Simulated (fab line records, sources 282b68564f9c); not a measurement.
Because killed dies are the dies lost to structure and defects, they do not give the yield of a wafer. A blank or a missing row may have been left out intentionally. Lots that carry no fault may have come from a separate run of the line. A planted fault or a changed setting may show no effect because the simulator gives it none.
Check of tool commonality :: flow ritCmos :: 42 wafers sampled across 14 lots

## WHAT PROMPTED THE OPENING
2 of 14 lots carry a flag on the reading NRETRO_TW at RIT_NRETRO_TW_MEAS_10. No-fault wafers: 1045, standard deviation 8.5.
Rule: a lot is flagged in two cases, either no wafer of it has a number, or all its wafers with numbers fall more than 4 standard deviations from that mean. The other lots count as sound.

lot: L413
measured: day 3 03:38
on: filmMetro-02
NRETRO_TW, wafer by wafer: 1033 1035 1028
flag: 

lot: L415
measured: day 3 15:25
on: filmMetro-04
NRETRO_TW, wafer by wafer: 1045 1047 1047
flag: 

lot: L416
measured: day 3 18:24
on: filmMetro-02
NRETRO_TW, wafer by wafer: 1028 1029 1033
flag: 

lot: L421
measured: day 4 15:24
on: filmMetro-01
NRETRO_TW, wafer by wafer: 978 979 976
flag: FLAGGED

lot: L423
measured: day 5 04:38
on: filmMetro-01
NRETRO_TW, wafer by wafer: 1055 1052 1055
flag: 

lot: L424
measured: day 5 05:42
on: filmMetro-02
NRETRO_TW, wafer by wafer: 1035 1033 1035
flag: 

lot: L425
measured: day 5 14:25
on: filmMetro-04
NRETRO_TW, wafer by wafer: 969 969 973
flag: FLAGGED

lot: L426
measured: day 5 18:16
on: filmMetro-04
NRETRO_TW, wafer by wafer: 1050 1049 1045
flag: 

lot: L427
measured: day 5 20:08
on: filmMetro-02
NRETRO_TW, wafer by wafer: 1033 1038 1029
flag: 

lot: L429
measured: day 6 08:59
on: filmMetro-04
NRETRO_TW, wafer by wafer: 1051 1050 1043
flag: 

lot: L430
measured: day 6 13:23
on: filmMetro-02
NRETRO_TW, wafer by wafer: 1032 1037 1034
flag: 

lot: L431
measured: day 6 18:31
on: filmMetro-04
NRETRO_TW, wafer by wafer: 1047 1051 1042
flag: 

lot: L432
measured: day 6 21:44
on: filmMetro-04
NRETRO_TW, wafer by wafer: 1046 1049 1042
flag: 

lot: L433
measured: day 7 04:04
on: filmMetro-01
NRETRO_TW, wafer by wafer: 1053 1054 1055
flag: 
The numbers of the flagged lots are 974 on average: -71 against the usual, or -8 standard deviations.

## WHICH TOOL RAN EACH LOT
The record keeps 1 process step preceding the reading, out of 202 steps on the route. In each cell: the tool, then ch and the chambers that the sampled wafers went through, then the start.
lot: L413
flag: 
RIT_NRETRO_IMPLANT_08: implanter-04 ch 0, day 3 03:20

lot: L415
flag: 
RIT_NRETRO_IMPLANT_08: implanter-04 ch 0, day 3 15:07

lot: L416
flag: 
RIT_NRETRO_IMPLANT_08: implanter-02 ch 0, day 3 18:04

lot: L421
flag: FLAGGED
RIT_NRETRO_IMPLANT_08: implanter-02 ch 0, day 4 15:07

lot: L423
flag: 
RIT_NRETRO_IMPLANT_08: implanter-04 ch 0, day 5 04:19

lot: L424
flag: 
RIT_NRETRO_IMPLANT_08: implanter-04 ch 0, day 5 05:25

lot: L425
flag: FLAGGED
RIT_NRETRO_IMPLANT_08: implanter-02 ch 0, day 5 14:06

lot: L426
flag: 
RIT_NRETRO_IMPLANT_08: implanter-03 ch 0, day 5 17:59

lot: L427
flag: 
RIT_NRETRO_IMPLANT_08: implanter-03 ch 0, day 5 19:52

lot: L429
flag: 
RIT_NRETRO_IMPLANT_08: implanter-03 ch 0, day 6 08:40

lot: L430
flag: 
RIT_NRETRO_IMPLANT_08: implanter-03 ch 0, day 6 13:05

lot: L431
flag: 
RIT_NRETRO_IMPLANT_08: implanter-04 ch 0, day 6 18:12

lot: L432
flag: 
RIT_NRETRO_IMPLANT_08: implanter-04 ch 0, day 6 21:28

lot: L433
flag: 
RIT_NRETRO_IMPLANT_08: implanter-04 ch 0, day 7 03:46
What these steps do:
- RIT_NRETRO_IMPLANT_08
- RIT_NRETRO_TW_MEAS_10

## FLAGGED AGAINST TOTAL, ONE TOOL AT A TIME (gauges that did the reading follow at the end)
step: RIT_NRETRO_IMPLANT_08
tool: implanter-02
lots run: 3
flagged: 2
share of the flagged lots: all
sound lots run after its first flagged lot: 0

step: RIT_NRETRO_IMPLANT_08
tool: implanter-03
lots run: 4
flagged: 0
share of the flagged lots: none
sound lots run after its first flagged lot: -

step: RIT_NRETRO_IMPLANT_08
tool: implanter-04
lots run: 7
flagged: 0
share of the flagged lots: none
sound lots run after its first flagged lot: -

step: RIT_NRETRO_TW_MEAS_10
tool: filmMetro-01
lots run: 3
flagged: 1
share of the flagged lots: some
sound lots run after its first flagged lot: 2 (L423,L433)

step: RIT_NRETRO_TW_MEAS_10
tool: filmMetro-02
lots run: 5
flagged: 0
share of the flagged lots: none
sound lots run after its first flagged lot: -

step: RIT_NRETRO_TW_MEAS_10
tool: filmMetro-04
lots run: 6
flagged: 1
share of the flagged lots: some
sound lots run after its first flagged lot: 4 (L426,L429,L431,L432)

## WHAT THE TABLE ALLOWS
In the table, 1 row covers all flagged lots: implanter-02 at RIT_NRETRO_IMPLANT_08.
- implanter-02 at RIT_NRETRO_IMPLANT_08: 2 of its 3 lots flagged. A fault beginning between L416 (day 3 18:04), its last sound lot, and L421 (day 4 15:07), its first flagged one, fits the data. Its own readings lie more than 4 standard deviations out on every wafer of the flagged lots: doseIonsCm2, faradayCurrentUA.
Left over: one tool, implanter-02 at RIT_NRETRO_IMPLANT_08.

## WHAT THE SIMULATOR HAD INSERTED
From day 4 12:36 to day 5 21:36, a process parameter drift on implanter-02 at RIT_NRETRO_IMPLANT_08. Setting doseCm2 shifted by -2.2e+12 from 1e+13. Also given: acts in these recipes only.
Shown lots that were struck: L421, L425. The rule given above showed the same thing.
